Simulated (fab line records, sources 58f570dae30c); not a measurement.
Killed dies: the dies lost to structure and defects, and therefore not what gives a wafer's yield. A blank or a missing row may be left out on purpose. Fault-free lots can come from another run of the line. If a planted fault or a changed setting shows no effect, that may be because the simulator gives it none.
Problem report, 8D (eight disciplines) form, completed by code / flow berkeley-cmos170 / the parts of the form that need people (team, actions taken, sign-off) are left out

== 1. PROBLEM STATEMENT ==
Mean NSD_RS at UCB170_SDANNEAL_RS_MEAS_03: 36.37 ohm/sq over 6 wafers in 2 lots; fault-free wafers: 37.20 ohm/sq, standard deviation 0.11. That is -7.5 standard deviations from the usual mean.
The step: measures by four-point-probe.
Earliest sighting: wafer L831.1 on film-metro-01 at day 8 05:13. Wafers with a number at this step in the record: 42, from 14 lots. Rule for "out" (also "out of limits"): further than 4 standard deviations from the usual mean. The rest of the wafers with a number are treated as sound.

== 2. WHAT IT IS; WHAT IT IS NOT ==
question=which readings at this step | is=NSD_RS | is not=-
question=which lots | is=L831, L833 | is not=L826, L827, L828, L829, L830, L840, L842, L844, L845, L846, L847, L849
question=which wafers of those lots | is=all that have a number | is not=-
question=read on which gauges | is=film-metro-01, film-metro-02 | is not=film-metro-04
question=when | is=from day 8 05:13 | is not=up to then (15 sound wafers); but 21 sound wafers of L840, L842, L844, L845, L846, L847, L849 came after

== 3. THE SUSPECTS, EACH WITH WHAT RULES IT OUT ==
Counting: a tool at a process step up to the reading stays a suspect if it ran every lot that is out and no sound lot after the first of them.
- the gauge at UCB170_SDANNEAL_RS_MEAS_03: ruled out. 2 gauges (film-metro-01, film-metro-02) read the wafers that are out.
- pecvd-03 at UCB170_SPACER_CVD_00 (deposits SiO2 from TEOS/O2, target thk 376 nm, time 47 s): ruled out as a lasting fault. After its first lot that is out, L831 (day 7 18:11), sound lots L840, L845, L847 ran on it.
- implanter-01 at UCB170_NSD_IMPLANT_08: kept. It processed each lot that is out, first L831 at day 8 00:44, and no sound lot thereafter; up to then, the last sound lot it processed was L829 at day 7 18:53. Its own readings are out on those wafers: dose-ions-cm2.
- plasma-asher-02 at UCB170_NSD_STRIP_09 (strips in O2): ruled out as a lasting fault. After its first lot that is out, L831 (day 8 00:53), sound lots L845, L849 ran on it.
Left after counting: implanter-01 at UCB170_NSD_IMPLANT_08.

== 4. THE CAUSE (what the simulator had put in) ==
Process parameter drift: implanter-01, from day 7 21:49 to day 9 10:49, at UCB170_NSD_IMPLANT_08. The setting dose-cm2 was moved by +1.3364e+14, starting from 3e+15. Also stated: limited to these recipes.
Only this tool survived the counting.

== 5. THE CHAIN OF EFFECTS, in route order ==
Each row: a reading whose mean over the struck wafers that have a number lies more than 3 standard deviations from the usual. Only readings whose record carries a usual standard deviation are examined. hours: median over the lots of the time between each lot's start at the first step of this table that gives one and its start at this step. sigmas: the change, counted in usual standard deviations.
hours=0; step=UCB170_NSD_IMPLANT_08; reading=dose-ions-cm2; usual=3e+15; on struck wafers=3e+15; change=+1e+14; sigmas=+43
hours=0; step=UCB170_NSD_IMPLANT_08; reading=faraday-current-uA; usual=9279; on struck wafers=9940; change=+661; sigmas=+3.5
hours=0; step=UCB170_NSD_STRIP_09; reading=strip-time-to-endpoint-s; usual=35.92 s; on struck wafers=36.38; change=+0.46; sigmas=+4.8
hours=4; step=UCB170_SDANNEAL_RS_MEAS_03; reading=NSD_RS; usual=37.20 ohm/sq; on struck wafers=36.37; change=-0.83; sigmas=-7.5
Process steps it contains:
- UCB170_NSD_IMPLANT_08
- UCB170_NSD_STRIP_09: strips in O2.

== 6. WHAT WOULD HAVE CAUGHT IT SOONER ==
The first out-of-limits reading at a measuring or inspecting step in this record came at day 8 05:13, 7 hours after the fault's start at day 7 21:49.
The tool's own readings at UCB170_NSD_IMPLANT_08 were out on every struck wafer that the step has a row for (dose-ions-cm2): an alarm limit on them would have fired on the first of those.
Of the lots that are out (2), L833 began UCB170_NSD_IMPLANT_08 on implanter-01 after day 8 05:13. A hold on the tool at that time would have spared it.
